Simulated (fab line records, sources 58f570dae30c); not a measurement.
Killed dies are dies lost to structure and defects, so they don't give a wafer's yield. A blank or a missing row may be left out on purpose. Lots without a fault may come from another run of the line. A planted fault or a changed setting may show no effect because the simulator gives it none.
Which tool did it? | flow berkeley_cmos170 | 14 lots, 42 wafers sampled, at 2 steps of a route of 331

WHAT THE GAUGES READ, wafer by wafer
UCB170_ACTIVE_THK_MEAS_03. Usual: ACTIVE_OXIDE_THK 26.2 nm, standard deviation 0.55.
lot  | measured    | on            | ACTIVE_OXIDE_THK (nm) | flag
L232 | day 4 11:40 | film_metro-04 | 27.3 26.9 26.9        |
L235 | day 5 13:26 | film_metro-03 | 26.5 25.9 25.9        |
L236 | day 5 13:26 | film_metro-02 | 25.8 25.2 25.6        |
L237 | day 5 13:26 | film_metro-04 | 25.5 25.2 25.3        |
L238 | day 6 09:25 | film_metro-02 | 25.9 26.1 25.9        |
L239 | day 6 09:24 | film_metro-04 | 27.0 26.5 27.3        |
L242 | day 6 17:50 | film_metro-02 | 26.5 26.5 26.7        |
L244 | day 6 21:48 | film_metro-03 | 37.5 36.9 37.0        | OFF
L246 | day 6 21:51 | film_metro-02 | 37.6 37.7 37.6        | OFF
L247 | day 7 04:41 | film_metro-02 | 25.7 26.3 26.4        |
L249 | day 7 17:38 | film_metro-03 | 26.7 26.1 26.3        |
L250 | day 7 17:37 | film_metro-02 | 26.6 26.8 26.4        |
L252 | day 8 14:23 | film_metro-04 | 25.5 25.8 26.0        |
L255 | day 9 07:41 | film_metro-03 | 26.4 26.4 26.3        |

WHICH TOOL RAN EACH LOT (tool, then ch and the chambers of the sampled wafers, then the start)
lot  | UCB170_ACTIVE_OXIDATION_02
L232 | furnace-04 ch 0, day 4 10:18
L235 | furnace-04 ch 0, day 5 12:05
L236 | furnace-04 ch 0, day 5 12:05
L237 | furnace-04 ch 0, day 5 12:05
L238 | furnace-01 ch 0, day 6 08:03
L239 | furnace-01 ch 0, day 6 08:03
L242 | furnace-04 ch 0, day 6 16:25
L244 | furnace-04 ch 0, day 6 20:27
L246 | furnace-04 ch 0, day 6 20:27
L247 | furnace-01 ch 0, day 7 03:20
L249 | furnace-01 ch 0, day 7 16:16
L250 | furnace-01 ch 0, day 7 16:16
L252 | furnace-02 ch 0, day 8 13:01
L255 | furnace-02 ch 0, day 9 06:17
- UCB170_ACTIVE_OXIDATION_02: target thk 26.4 nm, ox time 1260 s.

WHAT THE TOOLS THEMSELVES READ (means of the sampled wafers that have a number; where no wafer has one, the mark that the record gives instead)
UCB170_ACTIVE_OXIDATION_02. Usual: ox_temp_c 1000.0 C, standard deviation 0.47.
lot  | tool       | ox_temp_c (C) | flag
L232 | furnace-04 | 999.9         |
L235 | furnace-04 | 999.6         |
L236 | furnace-04 | 999.8         |
L237 | furnace-04 | 1000.2        |
L238 | furnace-01 | 999.7         |
L239 | furnace-01 | 1000.2        |
L242 | furnace-04 | 1000.1        |
L244 | furnace-04 | 999.8         |
L246 | furnace-04 | 1000.1        |
L247 | furnace-01 | 1000.2        |
L249 | furnace-01 | 999.7         |
L250 | furnace-01 | 1000.3        |
L252 | furnace-02 | 999.7         |
L255 | furnace-02 | 999.6         |

THE ANSWER, worked out from the rows above alone
Rule: a lot is off if the mean of its wafers that have a number lies more than 3 standard deviations from the usual mean. A lot without any number at a reading at which 4 lots or more have one is off too. The other lots that the step has rows for count as sound. The gauges are gone through in route order, then the tools' own readings, and for those a lot's mean is taken as printed above. The first step at which some lot is off is used, and at that step the reading that is off furthest; a lot without a number counts as furthest.
Off: L244, L246, at UCB170_ACTIVE_THK_MEAS_03 (ACTIVE_OXIDE_THK).
A tool fits if, at a process step before that reading, it ran every lot that is off, and no sound lot after the first of them. The gauges at UCB170_ACTIVE_THK_MEAS_03 are tried like those tools. One fits: furnace-04 at UCB170_ACTIVE_OXIDATION_02. Its last sound lot is L242 (day 6 16:25), its first lot that is off L244 (day 6 20:27): a fault that began between those two fits.

WHAT THE SIMULATOR HAD PUT IN
Process parameter drift: furnace-04, from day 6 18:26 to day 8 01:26, at UCB170_ACTIVE_OXIDATION_02. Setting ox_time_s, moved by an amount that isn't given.
Lots struck among those shown: L244, L246. The rule above found the same.
